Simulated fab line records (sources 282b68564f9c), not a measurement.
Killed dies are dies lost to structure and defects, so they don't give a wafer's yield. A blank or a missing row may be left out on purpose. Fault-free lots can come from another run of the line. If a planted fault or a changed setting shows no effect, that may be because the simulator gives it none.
The same fault as seen by 2 desks | flow rit cmos | numbers are kept per desk, each desk with only its own; the story behind them comes last

## FROM THE METROLOGY DESK
What the gauges read, lot by lot, whatever tool the lot ran on: means of the sampled wafers that have a number. If a lot's mean is further than 4 standard deviations from the usual mean, the lot is out of limits and carries the mark OUT (the distance appears in the brackets).
Columns: A = ACTIVE_NITRIDE_THK at RIT_ACTIVE_THK_MEAS_04, usual 150.1 nm; B = cd nm at RIT_ACTIVE_CD_MEAS_90, usual 1400.2 nm; C = M1_AL_RS at RIT_M1_RS_MEAS_01, usual 0.0734 ohm/sq
lot  | first seen here | A     | B      | C
L200 | day 1 13:33     | 149.4 | 1397.0 | 0.0726
L201 | day 1 18:32     | 152.4 | 1394.8 | 0.0730
L203 | day 2 05:53     | 152.0 | 1403.0 | 0.0736
L205 | day 2 14:33     | 150.6 | 1398.6 | 0.0742
L206 | day 2 19:32     | 149.8 | 1400.5 | 0.0741
L207 | day 3 01:14     | 149.2 | 1396.0 | 0.0730
L208 | day 3 06:40     | 151.0 | 1401.1 | 0.0736
L210 | day 3 15:33     | 149.8 | 1398.9 | 0.0734
L212 | day 4 01:33     | 149.3 | 1399.9 | 0.0732
L216 | day 4 22:07     | 149.6 | 1399.3 | 0.0735
L219 | day 5 14:02     | 148.6 | 1402.7 | 0.0728
L220 | day 5 18:59     | 149.2 | 1403.1 | 0.0742
L221 | day 5 23:56     | 151.3 | 1402.9 | 0.0728
This desk's finding: nothing out of limits on any of the 13 lots.

## TOOL OWNER'S DESK, pvd sputter-04
The tool's own readings at RIT_M1_SPUTTER_00 (material Al, target thk 400 nm, time 500 s): means of the sampled wafers that have a number, for each lot that ran on this tool. If a lot's mean is further than 4 standard deviations from the usual mean, the lot is out of limits and carries the mark OUT (the distance appears in the brackets).
Columns: A = throttle valve pct at RIT_M1_SPUTTER_00, usual 30.8 %
lot  | first seen here | A
L201 | day 3 09:26     | 31.0
L203 | day 3 21:29     | 30.9
L207 | day 4 17:14     | 30.8
L216 | day 6 17:58     | 31.5
L220 | day 7 13:52     | 30.9
This desk's finding: nothing out of limits on any of the 5 lots.

## BROUGHT TOGETHER
From the metrology desk's view, nothing was out of limits.
The desk of the tool owner found nothing out of limits.

## WHAT WAS PUT IN BY THE SIMULATOR
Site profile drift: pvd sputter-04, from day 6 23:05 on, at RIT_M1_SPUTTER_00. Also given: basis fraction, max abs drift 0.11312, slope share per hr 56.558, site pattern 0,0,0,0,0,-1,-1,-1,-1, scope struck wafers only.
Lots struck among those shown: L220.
